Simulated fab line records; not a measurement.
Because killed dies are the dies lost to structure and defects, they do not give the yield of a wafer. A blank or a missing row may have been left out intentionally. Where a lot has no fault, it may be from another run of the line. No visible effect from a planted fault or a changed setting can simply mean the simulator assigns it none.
Lot-split experiment -- flow berkeley cmos170 -- 27 wafers read from 5 lots, route of 331 steps

## ABOUT THE SPLIT
At UCB170_M1_SPUTTER_00 (material Al, target thk 600 nm, time 80 s), the setting time s was moved away from the recipe's 80 s on 9 of the 27 wafers read, by -28.4% to +55.2%. The other wafers ran this setting at the recipe's value.

## BETWEEN THE SPLIT AND THE READING: the file shows 1 step in between
- UCB170_M1_RS_MEAS_01: measures by four-point-probe

## THE READING
M1_AL_THK, in nm, at UCB170_M1_THK_MEAS_02 (measures by xrf). On this fab line, fault-free wafers typically give 583 nm with a standard deviation of 7.4 nm.

wafer,"tool, chamber at the split","time s as run, s",against the recipe,"M1_AL_THK, nm",against lot-mates on the recipe
L078.1,"pvd sputter-02, -",113.5,+41.9%,823,+246
L078.2,"pvd sputter-02, -",80,recipe,577,-
L078.3,"pvd sputter-02, -",80,recipe,587,-
L078.4,"pvd sputter-02, -",80,recipe,566,-
L078.5,"pvd sputter-02, -",113.5,+41.9%,823,+246
L078.6,"pvd sputter-02, -",113.5,+41.9%,829,+252
L079.1,"pvd sputter-03, -",80,recipe,594,-
L079.2,"pvd sputter-03, -",80,recipe,591,-
L079.3,"pvd sputter-03, -",124.2,+55.2%,907,+315
L079.4,"pvd sputter-03, -",124.2,+55.2%,901,+309
L079.5,"pvd sputter-03, -",80,recipe,592,-
L079.6,"pvd sputter-03, -",124.2,+55.2%,915,+323
L077.2,"pvd sputter-02, -",80,recipe,598,-
L077.3,"pvd sputter-02, -",80,recipe,594,-
L077.6,"pvd sputter-02, -",80,recipe,588,-
L084.1,"pvd sputter-02, -",57.24,-28.4%,412,-162
L084.2,"pvd sputter-02, -",57.24,-28.4%,401,-173
L084.3,"pvd sputter-02, -",57.24,-28.4%,415,-159
L084.4,"pvd sputter-02, -",80,recipe,572,-
L084.5,"pvd sputter-02, -",80,recipe,583,-
L084.6,"pvd sputter-02, -",80,recipe,568,-
L083.1,"pvd sputter-03, -",80,recipe,583,-
L083.2,"pvd sputter-03, -",80,recipe,591,-
L083.3,"pvd sputter-03, -",80,recipe,581,-
L083.4,"pvd sputter-03, -",80,recipe,583,-
L083.5,"pvd sputter-03, -",80,recipe,581,-
L083.6,"pvd sputter-03, -",80,recipe,585,-

FIT RESULTS
A straight line over all 27 wafers: M1_AL_THK changes by +5.88 nm for each +1% of time s; r = +1.00; the points scatter about the line by 8.5 nm.
The same after taking each lot's own level away (the mean of its wafers on the recipe; 27 wafers): +5.79 nm for each +1%; r = +1.00; scatter 5.9 nm.
Per that fit: largest time s move, reading shift of 3.2e+02 nm.
The lots' own levels span 574.3 to 593.3 nm, that is 2.6 times the standard deviation above.
The two slopes are in agreement: the lot-to-lot level therefore moves the slope only a little.
Check: for one of the wafers moved furthest among these (+55.2%), held out of the fit, the line's prediction against its lot-mates is +321 nm. It came out at +315 nm against them.

## THE OTHER SPLITS THESE WAFERS WENT THROUGH
Note: prior to the reading, these wafers also went through further splits. Each is held against what the fit with the lots' levels taken away leaves over:
other split on the same wafers,wafers away from the commonest value,r with M1_AL_THK (lot level and that fit taken away)
UCB170_START_OXIDATION_02 ox time s,18,-0.12
UCB170_ZERO_ETCH_06 time s,9,+0.08
UCB170_ACTIVE_ETCH_15 time s,12,+0.11
UCB170_NLDD_DEVELOP_05 develop time s,9,-0.05
UCB170_SDANNEAL_RTA_01 time s,6,+0.13

## THE WHOLE CHAIN: every reading that the file lists as answering this split, in the file's order
step,what it does,reading,change (the file's fit),r (the file's)
UCB170_M1_SPUTTER_00,"material Al, target thk 600 nm, time 80 s","Al_of_M1_SPUTTER_00.thk nm (the simulator's own value, which no gauge read)",+5.99 nm for each +1% of the setting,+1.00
UCB170_M1_RS_MEAS_01,measures by four-point-probe,M1_AL_RS,"not straight: 0.0691 at the lowest setting, 0.0483 at the recipe, 0.0308 at the highest",not given
UCB170_M1_THK_MEAS_02,measures by xrf,M1_AL_THK,+5.79 for each +1% of the setting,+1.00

## FILE'S OWN FIT
M1_AL_THK changes by +5.79 nm for each +1% of time s, r = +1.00.
